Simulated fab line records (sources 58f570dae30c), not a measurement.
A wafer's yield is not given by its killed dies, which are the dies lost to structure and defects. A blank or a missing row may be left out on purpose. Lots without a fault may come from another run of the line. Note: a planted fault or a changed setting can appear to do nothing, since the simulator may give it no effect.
Split-lot experiment ; flow berkeley cmos170 ; route with 331 steps; 5 lots, 23 wafers read

ABOUT THE SPLIT
At UCB170_NWELL_CVD_04 (deposits Si3N4 from SiH2Cl2/NH3, target thk 224 nm, time 3360 s), the setting nh3 flow sccm was moved away from the recipe's 75 sccm on 15 of the 23 wafers read, by -10.3% to +14.2%. This setting was run at the recipe's value on the other wafers.

No step appears in the file between the split and the reading.

THE READING
oes product au, in a.u., at UCB170_NWELL_ETCH_13 (etches Si3N4 in CH3F/Ar/O2, stops on SiO2, target depth 246.4 nm, time 154 s). A value of 0.945 a.u. with a standard deviation of 0.01 a.u. is what fault-free wafers of this fab line usually give.

wafer;tool, chamber at the split;nh3 flow sccm as run, sccm;against the recipe;oes product au, a.u.;against lot-mates on the recipe
L079.1;-, -;85.62;+14.2%;0.997;no lot-mate on the recipe
L079.2;-, -;85.62;+14.2%;0.990;no lot-mate on the recipe
L079.4;-, -;85.62;+14.2%;1.015;no lot-mate on the recipe
L079.5;-, -;85.62;+14.2%;0.996;no lot-mate on the recipe
L079.6;-, -;85.62;+14.2%;1.005;no lot-mate on the recipe
L080.1;lpcvd-01, 1;75;recipe;0.942;-
L080.2;lpcvd-01, 1;75;recipe;0.943;-
L080.5;lpcvd-01, 1;75;recipe;0.951;-
L081.1;-, -;75;recipe;0.943;-
L081.2;-, -;75;recipe;0.962;-
L081.4;-, -;75;recipe;0.952;-
L081.5;-, -;75;recipe;0.951;-
L081.6;-, -;75;recipe;0.953;-
L082.1;-, -;67.26;-10.3%;0.900;no lot-mate on the recipe
L082.2;-, -;67.26;-10.3%;0.894;no lot-mate on the recipe
L082.3;-, -;67.26;-10.3%;0.893;no lot-mate on the recipe
L082.4;-, -;67.26;-10.3%;0.914;no lot-mate on the recipe
L082.5;-, -;67.26;-10.3%;0.912;no lot-mate on the recipe
L084.1;-, -;82.22;+9.6%;0.978;no lot-mate on the recipe
L084.2;-, -;82.22;+9.6%;0.962;no lot-mate on the recipe
L084.3;-, -;82.22;+9.6%;0.959;no lot-mate on the recipe
L084.5;-, -;82.22;+9.6%;0.969;no lot-mate on the recipe
L084.6;-, -;82.22;+9.6%;0.972;no lot-mate on the recipe

THE FIT
A straight line over all 23 wafers: oes product au changes by +0.00366 a.u. for each +1% of nh3 flow sccm; r = +0.95; the points scatter about the line by 0.011 a.u.
Too few moved wafers with a lot-mate on the recipe to fit a line net of each lot's own level.

THE FILE'S OWN FIT
oes product au changes by +0.00366 a.u. for each +1% of nh3 flow sccm, r = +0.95.
